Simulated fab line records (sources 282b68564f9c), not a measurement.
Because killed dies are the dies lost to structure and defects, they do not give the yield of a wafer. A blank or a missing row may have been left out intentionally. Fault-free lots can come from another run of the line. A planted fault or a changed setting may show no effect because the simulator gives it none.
fab line records + flow ritCmos
record
- lots=6
- wafers=18
- lastDay=7
route steps=202 shown ACTIVE@17 FOX1@20 FOX2@23 NWELL@28 M1@202
lots that met no fault: taken from a fault-free run of the same line
startH: start of the lot's first displayed wafer, in hours after the record's first day + waitH: how many hours have passed since the lot's step before this one + " same as the row above + L1.1+2: a row that stands for several wafers + - value missing, or start not given + * or withheld: withheld + < > ~ a bound
route shown NAME@n: NAME is a module with steps in the file, n the number in the route of the first one + usual: the fault-free wafers' mean and standard deviation + same: alike in all rows + chamber/n: place in a boat + sites: readings site by site + _std_site: standard deviation of those values + _edge_site: outer sites' mean less inner sites' + radiusMm: for every site, how far away it sits from the centre of the wafer + mask NAME#n: copy n + behind: the last tool/chamber to shape the wafer + hold: why the lot was held/for how many hours/how that ended + device: the transistor (n, p or np) that didn't switch + end of line: the tests these same wafers got at the end of their route + step lacking rows: just its recipe + killed: the dies lost at the first sort to structure and to defects; this is not the yield of the wafer + map: dies across one wafer; x = killed, . = not, _ = none there
set.NAME: the setting that was run; set.NAME@STEP: the one run at that earlier step + model.NAME: the simulator's own value behind a step, which no gauge read
lots at some steps of the route; a table a step, a row a wafer
## steps
# step RIT_ACTIVE_CLEAN_15
# recipe
- chemistry=SC1
- mix=3:3:50
- timeS=600
- tempC=75
# step RIT_ACTIVE_CLEAN_16
# recipe
- chemistry=dHF
- dilution=50:1
- timeS=30
# step RIT_ACTIVE_CLEAN_17
# recipe
- chemistry=SC2
- mix=3:3:50
- timeS=600
- tempC=75
- dry=n2Spin
# step RIT_FOX1_OXIDATION_00
# recipe
- tempC=1100
- ambient=H2O
- targetThkA=3507
- pH2oTorr=720
- oxTimeS=1130
# step RIT_FOX1_THK_MEAS_01
# recipe
- reads=SiO2_of_FOX1_OXIDATION_00
# usual
- FOX1_OXIDE_THK=353/6.5
| lot.wafer | tool         | chamber | startH | waitH | FOX1_OXIDE_THK[nm] |
|-----------|--------------|---------|--------|-------|--------------------|
| L128.1    | filmMetro-01 | -       | 33.37  | 0.0   | 368                |
| L128.2    | "            | -       | "      | "     | 367                |
| L128.6    | "            | -       | "      | "     | 367                |
| L132.1    | filmMetro-01 | -       | 51.94  | 0.0   | 359                |
| L132.3    | "            | -       | "      | "     | 360                |
| L132.6    | "            | -       | "      | "     | 357                |
| L135.1    | filmMetro-02 | -       | 66.82  | 0.0   | 355                |
| L135.3    | "            | -       | "      | "     | 351                |
| L135.4    | "            | -       | "      | "     | 352                |
| L136.1    | filmMetro-02 | -       | 71.82  | 0.0   | 342                |
| L136.3    | "            | -       | "      | "     | 347                |
| L136.4    | "            | -       | "      | "     | 343                |
| L140.1    | filmMetro-02 | -       | 91.86  | 0.0   | 356                |
| L140.3    | "            | -       | "      | "     | 354                |
| L140.5    | "            | -       | "      | "     | 356                |
| L148.4    | filmMetro-03 | -       | 131.97 | 0.0   | 346                |
| L148.5    | "            | -       | "      | "     | 341                |
| L148.6    | "            | -       | "      | "     | 342                |
# step RIT_FOX1_WET_ETCH_02
# recipe
- chemistry=BOE
- targetDepthNm=350
- timeS=390
- tempC=21.5
- dry=n2Spin
- dilution=10:1
- target=SiO2
# step RIT_FOX2_OXIDATION_00
# recipe
- tempC=1100
- ambient=H2O
- targetThkA=3507
- pH2oTorr=720
- oxTimeS=1130
# step RIT_FOX2_THK_MEAS_01
# recipe
- reads=SiO2_of_FOX2_OXIDATION_00
# usual
- FOX2_OXIDE_THK=352/6
| lot.wafer | tool         | chamber | startH | waitH | FOX2_OXIDE_THK[nm] |
|-----------|--------------|---------|--------|-------|--------------------|
| L128.1    | filmMetro-03 | -       | 35.31  | 0.0   | 340                |
| L128.2    | "            | -       | "      | "     | 342                |
| L128.6    | "            | -       | "      | "     | 347                |
| L132.1    | filmMetro-04 | -       | 53.43  | 0.0   | 345                |
| L132.3    | "            | -       | "      | "     | 344                |
| L132.6    | "            | -       | "      | "     | 346                |
| L135.1    | filmMetro-03 | -       | 68.32  | 0.0   | 358                |
| L135.3    | "            | -       | "      | "     | 350                |
| L135.4    | "            | -       | "      | "     | 351                |
| L136.1    | filmMetro-03 | -       | 73.37  | 0.0   | 351                |
| L136.3    | "            | -       | "      | "     | 351                |
| L136.4    | "            | -       | "      | "     | 354                |
| L140.1    | filmMetro-01 | -       | 93.37  | 0.0   | 351                |
| L140.3    | "            | -       | "      | "     | 349                |
| L140.5    | "            | -       | "      | "     | 351                |
| L148.4    | filmMetro-03 | -       | 133.46 | 0.0   | 352                |
| L148.5    | "            | -       | "      | "     | 354                |
| L148.6    | "            | -       | "      | "     | 356                |
# step RIT_FOX2_CLEAN_02
# recipe
- chemistry=dHF
- dilution=50:1
- timeS=180
# step RIT_FOX2_WET_ETCH_03
# recipe
- chemistry=H3PO4
- target=Si3N4
- targetDepthNm=195
- tempC=165
- timeS=2700
# step RIT_FOX2_THK_MEAS_90
# recipe
- reads=SiO2_of_FOX2_OXIDATION_00
# usual
- FIELD_OXIDE_LEFT_1_THK=325/6.1
| lot.wafer | tool         | chamber | startH | waitH | FIELD_OXIDE_LEFT_1_THK[nm] |
|-----------|--------------|---------|--------|-------|----------------------------|
| L128.1    | filmMetro-04 | -       | 36.19  | 0.0   | 313                        |
| L128.2    | "            | -       | "      | "     | 316                        |
| L128.6    | "            | -       | "      | "     | 320                        |
| L132.1    | filmMetro-03 | -       | 55.21  | 0.0   | 318                        |
| L132.3    | "            | -       | "      | "     | 317                        |
| L132.6    | "            | -       | "      | "     | 318                        |
| L135.1    | filmMetro-03 | -       | 69.20  | 0.0   | 331                        |
| L135.3    | "            | -       | "      | "     | 324                        |
| L135.4    | "            | -       | "      | "     | 324                        |
| L136.1    | filmMetro-03 | -       | 74.25  | 0.0   | 323                        |
| L136.3    | "            | -       | "      | "     | 323                        |
| L136.4    | "            | -       | "      | "     | 326                        |
| L140.1    | filmMetro-04 | -       | 94.24  | 0.0   | 324                        |
| L140.3    | "            | -       | "      | "     | 322                        |
| L140.5    | "            | -       | "      | "     | 325                        |
| L148.4    | filmMetro-04 | -       | 134.41 | 0.0   | 325                        |
| L148.5    | "            | -       | "      | "     | 327                        |
| L148.6    | "            | -       | "      | "     | 329                        |
# step RIT_NWELL_HMDS_00
# recipe
- primeTimeS=60
- primeTempC=140
# step RIT_NWELL_COAT_01
# recipe
- resist=NOVOLAK
- spinRpm=2000
- resistThkNm=1300
# usual
- resistLineTempC=22.98/0.096
- spinSpeedRpm=1999.8/1.4
| lot.wafer | tool          | chamber | startH | waitH | resistLineTempC | spinSpeedRpm | model.NOVOLAK_of_NWELL_COAT_01.thkNm |
|-----------|---------------|---------|--------|-------|-----------------|--------------|--------------------------------------|
| L128.1    | lithoTrack-01 | 0       | 36.40  | 0.1   | 22.98           | 1997.7       | 1296                                 |
| L128.2    | "             | 0       | "      | "     | 22.93           | 2000.3       | 1300                                 |
| L128.6    | "             | 0       | "      | "     | 22.98           | 1998.7       | 1296                                 |
| L132.1    | lithoTrack-03 | 0       | 55.42  | 0.1   | 23.03           | 1997.3       | 1307                                 |
| L132.3    | "             | 0       | "      | "     | 22.88           | 1998.8       | 1304                                 |
| L132.6    | "             | 0       | "      | "     | 22.96           | 1999.4       | 1308                                 |
| L135.1    | lithoTrack-03 | 0       | 69.41  | 0.1   | 22.99           | 1487.7       | 1510                                 |
| L135.3    | "             | 0       | "      | "     | 22.98           | 1487.8       | 1512                                 |
| L135.4    | "             | 0       | "      | "     | 22.98           | 1486.4       | 1510                                 |
| L136.1    | lithoTrack-03 | 0       | 74.46  | 0.1   | 23.05           | 1487.8       | 1508                                 |
| L136.3    | "             | 0       | "      | "     | 22.93           | 1488.1       | 1507                                 |
| L136.4    | "             | 0       | "      | "     | 23.08           | 1489.0       | 1506                                 |
| L140.1    | lithoTrack-02 | 0       | 94.45  | 0.1   | 22.88           | 2001.3       | 1297                                 |
| L140.3    | "             | 0       | "      | "     | 23.02           | 1998.7       | 1299                                 |
| L140.5    | "             | 0       | "      | "     | 22.78           | 2000.9       | 1297                                 |
| L148.4    | lithoTrack-02 | 0       | 134.67 | 0.1   | 22.83           | 1998.8       | 1305                                 |
| L148.5    | "             | 0       | "      | "     | 22.94           | 1997.8       | 1306                                 |
| L148.6    | "             | 0       | "      | "     | 23.04           | 1999.9       | 1309                                 |
# step RIT_NWELL_SOFTBAKE_02
# recipe
- resist=NOVOLAK
- tempC=90
- timeS=60
# step RIT_NWELL_EXPOSE_03
# recipe
- maskId=M2
- na=0.57
- targetCdNm=43900
- doseMj=250
# step RIT_NWELL_PEB_04
# recipe
- resist=NOVOLAK
- tempC=withheld
- timeS=withheld
# step RIT_NWELL_DEVELOP_05
# recipe
- resist=NOVOLAK
- developTimeS=68
- devTempC=23
# step RIT_NWELL_OVL_MEAS_06
# usual
- NWELL_OVL=-0.1/1.4
| lot.wafer | tool       | chamber | startH | waitH | NWELL_OVL[nm] |
|-----------|------------|---------|--------|-------|---------------|
| L128.1    | overlay-01 | -       | 37.25  | -     | -0.7          |
| L128.2    | "          | -       | "      | "     | 0.8           |
| L128.6    | "          | -       | "      | "     | -0.1          |
| L132.1    | overlay-01 | -       | 56.15  | -     | -1.6          |
| L132.3    | "          | -       | "      | "     | -0.7          |
| L132.6    | "          | -       | "      | "     | 0.4           |
| L135.1    | overlay-02 | -       | 70.14  | -     | -0.5          |
| L135.3    | "          | -       | "      | "     | 0.3           |
| L135.4    | "          | -       | "      | "     | 0.9           |
| L136.1    | overlay-02 | -       | 75.31  | -     | -1.1          |
| L136.3    | "          | -       | "      | "     | -0.1          |
| L136.4    | "          | -       | "      | "     | 0.9           |
| L140.1    | overlay-01 | -       | 95.26  | -     | -1.9          |
| L140.3    | "          | -       | "      | "     | -2.9          |
| L140.5    | "          | -       | "      | "     | -2.7          |
| L148.4    | overlay-02 | -       | 135.34 | -     | 0.8           |
| L148.5    | "          | -       | "      | "     | 2.0           |
| L148.6    | "          | -       | "      | "     | 1.7           |
# step RIT_NWELL_HARDBAKE_07
# recipe
- resist=NOVOLAK
- tempC=140
- timeS=120
# usual
- resistLineTempC=23.01/0.11
| lot.wafer | tool          | chamber | startH | waitH | resistLineTempC | model.NOVOLAK_of_NWELL_COAT_01.thkNm |
|-----------|---------------|---------|--------|-------|-----------------|--------------------------------------|
| L128.1    | lithoTrack-03 | 0       | 37.29  | 0.0   | 23.10           | 1134                                 |
| L128.2    | "             | 0       | "      | "     | 22.97           | 1137                                 |
| L128.6    | "             | 0       | "      | "     | 23.00           | 1133                                 |
| L132.1    | lithoTrack-03 | 0       | 56.18  | 0.0   | 23.12           | 1143                                 |
| L132.3    | "             | 0       | "      | "     | 22.97           | 1141                                 |
| L132.6    | "             | 0       | "      | "     | 22.97           | 1144                                 |
| L135.1    | lithoTrack-03 | 0       | 70.17  | 0.0   | 23.10           | 1318                                 |
| L135.3    | "             | 0       | "      | "     | 23.08           | 1319                                 |
| L135.4    | "             | 0       | "      | "     | 23.06           | 1317                                 |
| L136.1    | lithoTrack-03 | 0       | 75.35  | 0.0   | 23.00           | 1316                                 |
| L136.3    | "             | 0       | "      | "     | 23.03           | 1315                                 |
| L136.4    | "             | 0       | "      | "     | 22.94           | 1314                                 |
| L140.1    | lithoTrack-01 | 0       | 95.30  | 0.0   | 22.99           | 1134                                 |
| L140.3    | "             | 0       | "      | "     | 22.96           | 1136                                 |
| L140.5    | "             | 0       | "      | "     | 23.01           | 1135                                 |
| L148.4    | lithoTrack-01 | 0       | 135.48 | 0.1   | 23.26           | 1141                                 |
| L148.5    | "             | 0       | "      | "     | 22.94           | 1142                                 |
| L148.6    | "             | 0       | "      | "     | 22.90           | 1144                                 |
# step RIT_NWELL_IMPLANT_08
# recipe
- species=P
- energyKev=170
- doseCm2=5e+13
- tiltDeg=7
# step RIT_M1_PROBE_99
# usual
- killedAtContacts=0.1/0.36
- killedAtFrontEnd=7/3.4
- killedDies=7/3.4
- killedOpen=3.3/2
- killedShort=3.8/2.4
# same
- grossDies=264
- killed_at_M0_to_M3=0
- killed_at_M4_up=0
- killedAtBackSide=0
- killedAtOther=0
| lot.wafer | tool      | chamber | startH | waitH | killedAtContacts | killedAtFrontEnd | killedDies | killedOpen | killedShort |
|-----------|-----------|---------|--------|-------|------------------|------------------|------------|------------|-------------|
| L128.1    | prober-01 | -       | 73.04  | 0.1   | 0                | 6                | 6          | 3          | 2           |
| L128.2    | prober-01 | -       | 73.09  | 0.1   | 0                | 12               | 12         | 4          | 7           |
| L128.6    | prober-01 | -       | 73.29  | 0.2   | 0                | 6                | 6          | 1          | 4           |
| L132.1    | prober-01 | -       | 92.39  | 0.1   | 0                | 5                | 5          | 4          | 1           |
| L132.3    | prober-01 | -       | 92.49  | 0.2   | 0                | 7                | 7          | 4          | 3           |
| L132.6    | prober-01 | -       | 92.64  | 0.2   | 0                | 8                | 8          | 6          | 2           |
| L135.1    | prober-02 | -       | 106.65 | 0.1   | 0                | 6                | 6          | 2          | 4           |
| L135.3    | prober-02 | -       | 106.75 | 0.2   | 0                | 8                | 8          | 3          | 5           |
| L135.4    | prober-02 | -       | 106.80 | 0.2   | 0                | 8                | 8          | 1          | 7           |
| L136.1    | prober-01 | -       | 110.86 | 0.1   | 0                | 2                | 2          | 1          | 1           |
| L136.3    | prober-01 | -       | 110.96 | 0.2   | 0                | 2                | 2          | 2          | 0           |
| L136.4    | prober-01 | -       | 111.01 | 0.2   | 0                | 7                | 7          | 5          | 2           |
| L140.1    | prober-01 | -       | 132.37 | 0.1   | 0                | 10               | 10         | 2          | 8           |
| L140.3    | prober-01 | -       | 132.47 | 0.2   | 0                | 6                | 6          | 4          | 2           |
| L140.5    | prober-01 | -       | 132.57 | 0.2   | 1                | 17               | 18         | 8          | 9           |
| L148.4    | prober-01 | -       | 171.11 | 0.2   | 0                | 8                | 8          | 2          | 6           |
| L148.5    | prober-01 | -       | 171.16 | 0.2   | 0                | 8                | 8          | 7          | 1           |
| L148.6    | prober-01 | -       | 171.21 | 0.2   | 0                | 9                | 9          | 3          | 5           |
# killed by level:class
L128.1 FOX1:geometricParticle:open=1 GATE:geometricParticle:short=1 GATE:geometricParticle:open=1 REOX:geometricParticle:open=1 SPACER:geometricParticle:short=1 NWELL:coatMicrobubblePrinted=1
L128.2 GATE:geometricParticle:short=2 REOX:geometricParticle:short=2 FOX1:geometricParticle:open=1 FOX2:geometricParticle:open=1 FOX2:geometricParticle:short=1 GATE:geometricParticle:open=1 SPACER:geometricParticle:open=1 SPACER:geometricParticle:short=1
L128.6 SPACER:geometricParticle:short=2 REOX:geometricParticle:short=1 SPACER:geometricParticle:open=1 SILICIDE:geometricParticle:short=1 NWELL:coatMicrobubblePrinted=1
L132.1 GATE:geometricParticle:open=3 FOX1:geometricParticle:open=1 FOX2:geometricParticle:short=1
L132.3 GATE:geometricParticle:open=3 GATE:geometricParticle:short=2 FOX1:geometricParticle:open=1 FOX2:geometricParticle:short=1
L132.6 GATE:geometricParticle:open=5 FOX2:geometricParticle:open=1 FOX2:geometricParticle:short=1 SPACER:geometricParticle:short=1
L135.1 FOX2:geometricParticle:short=2 FOX1:geometricParticle:short=1 FOX1:geometricParticle:open=1 FOX2:geometricParticle:open=1 GATE:geometricParticle:short=1
L135.3 FOX1:geometricParticle:open=1 FOX1:geometricParticle:short=1 FOX2:geometricParticle:short=1 GATE:geometricParticle:short=1 GATE:geometricParticle:open=1 REOX:geometricParticle:short=1 SPACER:geometricParticle:short=1 SILICIDE:geometricParticle:open=1
L135.4 SILICIDE:geometricParticle:short=2 FOX1:geometricParticle:open=1 FOX1:geometricParticle:short=1 FOX2:geometricParticle:short=1 GATE:geometricParticle:short=1 REOX:geometricParticle:short=1 SPACER:geometricParticle:short=1
L136.1 FOX1:geometricParticle:open=1 SPACER:geometricParticle:short=1
L136.3 GATE:geometricParticle:open=2
L136.4 FOX1:geometricParticle:open=4 GATE:geometricParticle:short=1 GATE:geometricParticle:open=1 SILICIDE:geometricParticle:short=1
L140.1 REOX:geometricParticle:short=3 FOX1:geometricParticle:short=2 GATE:geometricParticle:short=2 FOX1:geometricParticle:open=1 REOX:geometricParticle:open=1 SILICIDE:geometricParticle:short=1
L140.3 FOX1:geometricParticle:short=2 SILICIDE:geometricParticle:open=2 FOX1:geometricParticle:open=1 GATE:geometricParticle:open=1
L140.5 GATE:geometricParticle:short=5 GATE:geometricParticle:open=3 REOX:geometricParticle:short=2 SPACER:geometricParticle:open=2 FOX2:geometricParticle:open=1 REOX:geometricParticle:open=1 SPACER:geometricParticle:short=1 SILICIDE:geometricParticle:open=1
L148.4 SILICIDE:geometricParticle:short=3 FOX1:geometricParticle:short=1 FOX1:geometricParticle:open=1 FOX2:geometricParticle:short=1 GATE:geometricParticle:short=1 SPACER:geometricParticle:open=1
L148.5 FOX1:geometricParticle:open=3 SPACER:geometricParticle:open=3 GATE:geometricParticle:open=1 SILICIDE:geometricParticle:short=1
L148.6 FOX1:geometricParticle:short=2 GATE:geometricParticle:open=2 SPACER:geometricParticle:short=2 GATE:geometricParticle:short=1 SILICIDE:geometricParticle:open=1 ACTIVE:coatMicrobubblePrinted=1
## key
firstSign
- step=RIT_NWELL_COAT_01
- reading=spinSpeedRpm
- direction=down
- sigmas=99+
- usual=1999.8
- struck=1487.8
effect none on later readings
modelEffect
- step=RIT_NWELL_COAT_01
- value=NOVOLAK_of_NWELL_COAT_01.thkNm
- without=1302
- struck=1509
modelEffect
- step=RIT_NWELL_HARDBAKE_07
- value=NOVOLAK_of_NWELL_COAT_01.thkNm
- without=1138
- struck=1317
metAt RIT_NWELL_COAT_01
struckWafers L135.1,L135.3,L135.4,L136.1,L136.3,L136.4
testerLeftOut L135,L136
onsetBetween 55.42 69.41
fault
- kind=processParameterDrift
- tool=lithoTrack-03
- chamber=-
- onsetH=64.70
- steps=RIT_NWELL_COAT_01
- channel=spinRpm
- offset=-511.92
- shape=step
- endH=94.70
- actsIn=theseRecipesOnly
- stated=2000
# testerLeftOut: of these lots the tester's yield and bins aren't shown, on N5 and GAA mostly nor the transistor test; their killed dies are dies lost to structure and defects alone, not to doping, threshold or leakage, so they don't give the yield
